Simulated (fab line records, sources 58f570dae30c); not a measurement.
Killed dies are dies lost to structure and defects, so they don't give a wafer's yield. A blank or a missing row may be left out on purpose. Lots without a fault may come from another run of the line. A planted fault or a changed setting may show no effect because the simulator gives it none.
fab line records | flow berkeley_cmos170
record lots=14 wafers=42 last_day=11
route steps=331 shown NVT@110 SDANNEAL@204 M2@272 V2@305
lots that met no fault: from a run of the same line without faults
start_h: hours from the record's first day to the start of the lot's first wafer shown | wait_h: hours since the lot's step before | " the same as in the row above | L1.1+2: a row that stands for several wafers | - no value, or no start given | * or withheld: withheld | < > ~ a bound
route shown NAME@n: a module of which the file shows steps, and the number in the route of the first | usual: mean/standard deviation of fault-free wafers | same: alike in all rows | chamber/n: place in a boat | sites: the reading at each site | _std_site: their standard deviation | _edge_site: outer sites' mean less inner sites' | radius_mm: how far each site lies from the wafer's centre | mask NAME#n: copy n | behind: the tool/chamber that last shaped the wafer | hold: why the lot was held/for how many hours/how that ended | device: the transistor (n, p or np) that didn't switch | end of line: the same wafers' tests at the end of the route | a step without rows: its recipe alone | killed: dies lost to structure and defects at the first sort, not the wafer's yield | map: a wafer's dies, x killed, . not, _ none there
set.NAME: the setting as run; set.NAME@STEP: as run at that earlier step | model.NAME: the simulator's own value behind a step, which no gauge read
steps of the route over a sample of lots; a table a step, a row a wafer
services: from which hour (start_h, from the record's first day; less than 0 if before it) a tool's chamber was out of use, for how many hours, and why
## steps
# step UCB170_NVT_OVL_MEAS_06
# usual NVT_OVL=3/5
# columns lot.wafer tool chamber start_h wait_h NVT_OVL[nm]
L449.2 overlay-02 - 114.25 - 5
L449.3 " - " " 8
L449.4 " - " " 8
L450.2 overlay-01 - 121.03 - 7
L450.4 " - " " 5
L450.6 " - " " -1
L452.1 overlay-02 - 132.36 - 4
L452.4 " - " " 2
L452.6 " - " " 6
L453.4 overlay-01 - 132.38 - 0
L453.5 " - " " 6
L453.6 " - " " 2
L454.2 overlay-02 - 132.52 - 2
L454.3 " - " " -3
L454.6 " - " " 5
L456.1 overlay-01 - 147.44 - 4
L456.3 " - " " 1
L456.5 " - " " 7
L457.3 overlay-02 - 157.85 - 13
L457.4 " - " " 12
L457.5 " - " " 9
L458.1 overlay-01 - 158.11 - 2
L458.2 " - " " 14
L458.3 " - " " 3
L460.2 overlay-02 - 167.90 - -2
L460.4 " - " " -1
L460.5 " - " " 8
L459.3 overlay-02 - 168.04 - 5
L459.4 " - " " 5
L459.5 " - " " 7
L461.4 overlay-01 - 173.03 - 5
L461.5 " - " " 2
L461.6 " - " " 3
L463.4 overlay-01 - 187.28 - -3
L463.5 " - " " 6
L463.6 " - " " 1
L469.3 overlay-02 - 212.93 - 1
L469.5 " - " " 4
L469.6 " - " " 2
L471.1 overlay-01 - 220.15 - 8
L471.2 " - " " -1
L471.6 " - " " -4
# step UCB170_SDANNEAL_RTA_00
# recipe temp_c=900 time_s=10.15 ambient=N2
# usual chamber_o2_ppm=2.000/0.026 lamp_power_pct=23.4/1.5 wafer_temp_C_max=904.5/1.5
# columns lot.wafer tool chamber start_h wait_h chamber_o2_ppm lamp_power_pct wafer_temp_C_max
L449.2 rtp_anneal-02 0 141.53 0.0 1.991 22.2 905.8
L449.3 " 0 " " 1.998 22.2 905.4
L449.4 " 0 " " 2.002 22.2 904.6
L450.2 rtp_anneal-02 0 154.89 0.0 1.941 22.2 905.5
L450.4 " 0 " " 1.968 22.2 903.4
L450.6 " 0 " " 1.985 22.2 905.4
L452.1 rtp_anneal-02 0 172.27 0.0 2.002 22.2 906.9
L452.4 " 0 " " 1.988 22.2 905.6
L452.6 " 0 " " 1.973 22.2 905.8
L454.2 rtp_anneal-02 0 172.48 0.0 1.977 22.2 905.4
L454.3 " 0 " " 2.027 22.2 904.7
L454.6 " 0 " " 2.032 22.2 907.2
L453.4 rtp_anneal-01 0 172.50 0.0 2.023 25.1 902.5
L453.5 " 0 " " 2.011 25.2 903.3
L453.6 " 0 " " 1.978 25.1 904.9
L456.1 rtp_anneal-01 0 179.60 0.0 2.075 25.2 903.3
L456.3 " 0 " " 2.032 25.2 902.6
L456.5 " 0 " " 2.020 25.2 902.5
L458.1 rtp_anneal-02 0 188.49 0.0 1.973 22.2 906.1
L458.2 " 0 " " 1.991 22.2 905.5
L458.3 " 0 " " 1.992 22.2 905.7
L457.3 rtp_anneal-01 0 188.88 0.0 2.006 25.1 904.7
L457.4 " 0 " " 1.976 25.1 903.0
L457.5 " 0 " " 1.972 25.1 902.8
L461.4 rtp_anneal-02 0 202.29 0.0 2.012 22.2 905.2
L461.5 " 0 " " 2.008 22.2 904.6
L461.6 " 0 " " 2.048 22.2 905.3
L459.3 rtp_anneal-02 0 202.90 0.0 2.045 22.2 906.0
L459.4 " 0 " " 2.029 22.2 905.3
L459.5 " 0 " " 2.013 22.2 905.1
L460.2 rtp_anneal-01 0 203.10 0.0 1.997 25.2 902.3
L460.4 " 0 " " 1.966 25.1 902.2
L460.5 " 0 " " 1.969 25.2 902.5
L463.4 rtp_anneal-02 0 219.23 0.0 2.001 22.2 904.3
L463.5 " 0 " " 1.965 22.2 904.1
L463.6 " 0 " " 1.969 22.2 904.0
L469.3 rtp_anneal-02 0 241.67 0.0 1.982 22.2 904.5
L469.5 " 0 " " 1.969 22.2 906.0
L469.6 " 0 " " 2.016 22.2 903.3
L471.1 rtp_anneal-02 0 250.43 0.0 1.997 22.2 904.7
L471.2 " 0 " " 1.994 22.2 907.1
L471.6 " 0 " " 2.023 22.2 904.7
# step UCB170_M2_SPUTTER_01
# recipe material=Al target_thk_nm=900 time_s=120 power_w=6000 chamber_pressure_pa=0.5
# usual throttle_valve_pct=30.2/0.57
# columns lot.wafer tool chamber start_h wait_h throttle_valve_pct
L449.2 pvd_sputter-02 - 157.63 0.0 31.2
L449.3 " - " " 30.5
L449.4 " - " " 29.9
L450.2 pvd_sputter-02 - 173.43 0.0 29.7
L450.4 " - " " 30.7
L450.6 " - " " 31.4
L454.2 pvd_sputter-01 - 189.47 0.0 29.9
L454.3 " - " " 29.6
L454.6 " - " " 30.9
L452.1 pvd_sputter-02 - 189.78 0.0 31.4
L452.4 " - " " 30.9
L452.6 " - " " 30.8
L453.4 pvd_sputter-03 - 190.02 0.0 30.1
L453.5 " - " " 30.6
L453.6 " - " " 30.2
L456.1 pvd_sputter-01 - 199.43 0.0 30.9
L456.3 " - " " 30.0
L456.5 " - " " 30.0
L457.3 pvd_sputter-01 - 207.81 0.0 30.1
L457.4 " - " " 29.7
L457.5 " - " " 30.0
L458.1 pvd_sputter-03 - 208.17 0.0 29.6
L458.2 " - " " 30.1
L458.3 " - " " 30.9
L461.4 pvd_sputter-01 - 218.55 0.0 29.6
L461.5 " - " " 29.9
L461.6 " - " " 30.1
L459.3 pvd_sputter-03 - 218.77 0.0 30.5
L459.4 " - " " 29.5
L459.5 " - " " 30.8
L460.2 pvd_sputter-01 - 219.11 0.0 30.6
L460.4 " - " " 30.1
L460.5 " - " " 29.8
L463.4 pvd_sputter-01 - 236.15 0.0 29.7
L463.5 " - " " 29.7
L463.6 " - " " 30.9
L463.4 pvd_sputter-01 - 236.40 0.2 29.6
L463.5 " - " " 29.8
L463.6 " - " " 30.9
L469.3 pvd_sputter-01 - 261.75 0.0 30.8
L469.5 " - " " 30.0
L469.6 " - " " 29.8
L469.3 pvd_sputter-01 - 262.00 0.2 31.1
L469.5 " - " " 30.2
L469.6 " - " " 29.8
L471.1 pvd_sputter-02 - 264.00 0.0 31.0
L471.2 " - " " 30.4
L471.6 " - " " 30.3
# step UCB170_M2_RS_MEAS_02
# recipe thk_meas_gauge=four-point-probe reads=Al_of_M2_SPUTTER_01
# usual M2_AL_RS=0.0323/0.00033
# columns lot.wafer tool chamber start_h wait_h M2_AL_RS[ohm/sq]
L449.2 film_metro-04 - 157.73 0.1 0.0328
L449.3 " - " " 0.0330
L449.4 " - " " 0.0329
L450.2 film_metro-04 - 173.53 0.1 0.0322
L450.4 " - " " 0.0325
L450.6 " - " " 0.0321
L454.2 film_metro-01 - 189.57 0.1 0.0321
L454.3 " - " " 0.0321
L454.6 " - " " 0.0320
L452.1 film_metro-04 - 189.87 0.0 0.0330
L452.4 " - " " 0.0332
L452.6 " - " " 0.0332
L453.4 film_metro-04 - 190.17 0.1 0.0328
L453.5 " - " " 0.0324
L453.6 " - " " 0.0326
L456.1 film_metro-03 - 199.51 0.0 0.0328
L456.3 " - " " 0.0324
L456.5 " - " " 0.0325
L457.3 film_metro-03 - 207.93 0.1 0.0321
L457.4 " - " " 0.0322
L457.5 " - " " 0.0321
L458.1 film_metro-03 - 208.25 0.0 0.0320
L458.2 " - " " 0.0322
L458.3 " - " " 0.0320
L461.4 film_metro-03 - 218.70 0.1 0.0320
L461.5 " - " " 0.0322
L461.6 " - " " 0.0319
L459.3 film_metro-04 - 218.90 0.1 0.0322
L459.4 " - " " 0.0322
L459.5 " - " " 0.0322
L460.2 film_metro-03 - 219.33 0.2 0.0324
L460.4 " - " " 0.0323
L460.5 " - " " 0.0321
L463.4 film_metro-01 - 236.54 0.1 0.0160
L463.5 " - " " 0.0160
L463.6 " - " " 0.0160
L469.3 film_metro-04 - 262.21 0.2 0.0159
L469.5 " - " " 0.0158
L469.6 " - " " 0.0159
L471.1 film_metro-04 - 264.08 0.0 0.0320
L471.2 " - " " 0.0320
L471.6 " - " " 0.0320
# step UCB170_M2_THK_MEAS_03
# recipe thk_meas_gauge=xrf reads=Al_of_M2_SPUTTER_01
# usual M2_AL_THK=903/10
# columns lot.wafer tool chamber start_h wait_h M2_AL_THK[nm]
L449.2 film_metro-04 - 157.84 0.1 883
L449.3 " - " " 888
L449.4 " - " " 881
L450.2 film_metro-04 - 173.64 0.1 907
L450.4 " - " " 902
L450.6 " - " " 907
L454.2 film_metro-01 - 189.68 0.1 913
L454.3 " - " " 918
L454.6 " - " " 914
L452.1 film_metro-04 - 189.99 0.1 893
L452.4 " - " " 887
L452.6 " - " " 878
L453.4 film_metro-04 - 190.26 0.1 882
L453.5 " - " " 905
L453.6 " - " " 896
L456.1 film_metro-03 - 199.63 0.1 883
L456.3 " - " " 892
L456.5 " - " " 892
L457.3 film_metro-03 - 208.03 0.1 900
L457.4 " - " " 896
L457.5 " - " " 902
L458.1 film_metro-03 - 208.37 0.1 905
L458.2 " - " " 901
L458.3 " - " " 904
L461.4 film_metro-03 - 218.79 0.1 905
L461.5 " - " " 899
L461.6 " - " " 911
L459.3 film_metro-04 - 219.00 0.1 911
L459.4 " - " " 908
L459.5 " - " " 913
L460.2 film_metro-03 - 219.44 0.1 900
L460.4 " - " " 903
L460.5 " - " " 905
L463.4 film_metro-01 - 236.63 0.1 1810
L463.5 " - " " 1806
L463.6 " - " " 1819
L469.3 film_metro-04 - 262.31 0.1 1823
L469.5 " - " " 1843
L469.6 " - " " 1821
L471.1 film_metro-04 - 264.20 0.1 910
L471.2 " - " " 906
L471.6 " - " " 905
# step UCB170_M2_METAL_ETCH_18
# recipe chemistry=Cl2/BCl3 target=Al stop_on=SiO2 pressure_mtorr=12 target_depth_a=11700 over_etch_frac=0.3 time_s=195 icp_w=600 bias_w=120 Cl2_flow_sccm=90 bcl3_flow_sccm=45
# usual drypump_motor_current_A=5.39/0.21 oes_product_au=0.858/0.014 throttle_valve_pct=24.37/0.083
# same over_etch_frac=0.3
# columns lot.wafer tool chamber start_h wait_h drypump_motor_current_A oes_product_au rf_hours_counter_h throttle_valve_pct
L449.2 rie_metal-03 0 160.72 - 5.43 0.843 3 24.32
L449.3 " 1 " " 5.48 0.843 - 24.51
L449.4 " 0 " " 5.40 0.846 - 24.29
L450.2 rie_metal-02 1 176.46 - 5.48 0.868 4 24.44
L450.4 " 1 " " 5.45 0.856 - 24.44
L450.6 " 0 " " 5.11 0.875 - 24.29
L454.2 rie_metal-03 1 192.52 - 5.45 0.846 11 24.49
L454.3 " 0 " " 5.41 0.859 - 24.30
L454.6 " 1 " " 5.47 0.842 - 24.51
L452.1 rie_metal-04 1 192.76 - 5.77 0.878 12 24.29
L452.4 " 1 " " 5.72 0.874 - 24.28
L452.6 " 1 " " 5.74 0.872 - 24.31
L453.4 rie_metal-02 0 193.06 - 5.11 0.853 - 24.31
L453.5 " 0 " " 5.11 0.866 - 24.29
L453.6 " 1 " " 5.48 0.855 - 24.44
L456.1 rie_metal-02 0 202.24 - 5.10 0.862 9 24.31
L456.3 " 0 " " 5.08 0.856 - 24.30
L456.5 " 0 " " 5.08 0.860 - 24.29
L457.3 rie_metal-03 1 210.19 - 5.52 0.847 - 24.50
L457.4 " 0 " " 5.40 0.852 - 24.31
L457.5 " 1 " " 5.48 0.847 - 24.49
L458.1 rie_metal-04 1 210.49 - 5.77 0.894 14 24.29
L458.2 " 1 " " 5.72 0.887 - 24.29
L458.3 " 1 " " 5.73 0.882 - 24.29
L461.4 rie_metal-02 1 221.21 - 5.46 0.861 - 24.43
L461.5 " 0 " " 5.09 0.862 - 24.30
L461.6 " 1 " " 5.48 0.865 - 24.45
L459.3 rie_metal-04 1 221.77 - 5.72 0.889 - 24.29
L459.4 " 0 " " 5.18 0.843 - 24.41
L459.5 " 1 " " 5.74 0.892 - 24.29
L460.2 rie_metal-02 0 222.07 - 5.07 0.857 10 24.31
L460.4 " 1 " " 5.45 0.855 - 24.44
L460.5 " 1 " " 5.47 0.859 - 24.45
L463.4 rie_metal-02 1 239.47 - 5.46 1.012 - 24.37
L463.5 " 0 " " 5.10 1.025 - 24.22
L463.6 " 1 " " 5.47 1.017 - 24.37
L469.3 rie_metal-03 1 265.02 - 5.48 0.981 - 24.43
L469.5 " 0 " " 5.40 1.008 - 24.21
L469.6 " 1 " " 5.48 0.977 - 24.43
L471.1 rie_metal-04 1 266.63 - 5.74 0.860 0 24.30
L471.2 " 0 " " 5.19 0.841 2 24.42
L471.6 " 1 " " 5.77 0.867 - 24.30
# step UCB170_V2_OVL_MEAS_13
# usual V2_OVL=0/5.4
# columns lot.wafer tool chamber start_h wait_h V2_OVL[nm]
L449.2 overlay-01 - 163.74 0.1 14
L449.3 " - " " 7
L449.4 " - " " 0
L450.2 overlay-02 - 179.38 0.1 9
L450.4 " - " " 1
L450.6 " - " " 6
L454.2 overlay-02 - 194.88 0.1 -4
L454.3 " - " " 0
L454.6 " - " " -1
L452.1 overlay-01 - 197.80 0.1 -5
L452.4 " - " " 5
L452.6 " - " " 2
L453.4 overlay-02 - 198.30 0.1 8
L453.5 " - " " -3
L453.6 " - " " 5
L456.1 overlay-01 - 204.88 0.1 -7
L456.3 " - " " -10
L456.5 " - " " -7
L457.3 overlay-01 - 212.99 0.1 -9
L457.4 " - " " -6
L457.5 " - " " -13
L458.1 overlay-01 - 213.21 0.1 8
L458.2 " - " " 2
L458.3 " - " " 7
L461.4 overlay-01 - 223.65 0.1 1
L461.5 " - " " -1
L461.6 " - " " 1
L459.3 overlay-02 - 226.61 0.1 -5
L459.4 " - " " 0
L459.5 " - " " -5
L460.2 overlay-01 - 226.90 0.1 -3
L460.4 " - " " 3
L460.5 " - " " -6
L471.1 overlay-01 - 269.00 0.1 7
L471.2 " - " " -1
L471.6 " - " " 2
## services
# columns tool chamber start_h hours kind
rie_metal-03 - 119.66 0.8 repair
pvd_sputter-03 - 123.68 0.6 repair
pvd_sputter-01 - 130.57 4.9 repair
rtp_anneal-01 - 131.52 6.3 pm
rie_metal-04 - 132.15 2.8 pm
pvd_sputter-01 - 180.75 0.5 repair
rie_metal-04 0 187.54 - clean
rie_metal-04 0 187.54 29.3 scheduled_down
rie_metal-04 0 187.54 29.3 vent_cycle
rie_metal-02 1 200.70 4.1 repair
pvd_sputter-02 - 202.37 6.6 repair
pvd_sputter-02 3 209.01 - consumable_replace:kit
pvd_sputter-02 3 209.01 18.0 scheduled_down
pvd_sputter-02 3 209.01 18.0 vent_cycle
rie_metal-02 - 227.57 2.8 pm
pvd_sputter-03 - 234.12 2.9 repair
rie_metal-04 1 241.02 - clean
rie_metal-04 1 241.02 20.4 scheduled_down
rie_metal-04 1 241.02 20.4 vent_cycle
pvd_sputter-03 - 242.17 2.7 repair
rie_metal-02 0 261.92 5.0 repair
## key
first_sign step=UCB170_M2_SPUTTER_01 reading=visit direction=added
effect step=UCB170_M2_RS_MEAS_02 reading=M2_AL_RS direction=down sigmas=49 usual=0.0323 struck=0.0159
effect step=UCB170_M2_THK_MEAS_03 reading=M2_AL_THK direction=up sigmas=89 usual=903 struck=1820
effect step=UCB170_M2_METAL_ETCH_18 reading=oes_product_au direction=up sigmas=11 usual=0.858 struck=1.003
met_at UCB170_M2_SPUTTER_01
struck_lots L463,L469
later_rows_left_out L463.4,L463.5,L463.6,L469.3,L469.5,L469.6
sort_left_out L463.4,L463.5,L463.6,L469.3,L469.5,L469.6
not_acting_at UCB170_NVT_OVL_MEAS_06,UCB170_SDANNEAL_RTA_00,UCB170_V2_OVL_MEAS_13
fault kind=repeated_step_whole tool=pvd_sputter-01,pvd_sputter-02,pvd_sputter-03 chamber=- onset_h=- steps=UCB170_M2_SPUTTER_01 times=1 scope=struck_lots_only
# sort_left_out: the simulated sort isn't trusted on such a fault, so these wafers' sort isn't shown, and their yield isn't known
# later_rows_left_out: the simulator's readings of these wafers behind a module that went badly wrong aren't trusted and aren't shown, but for the sort
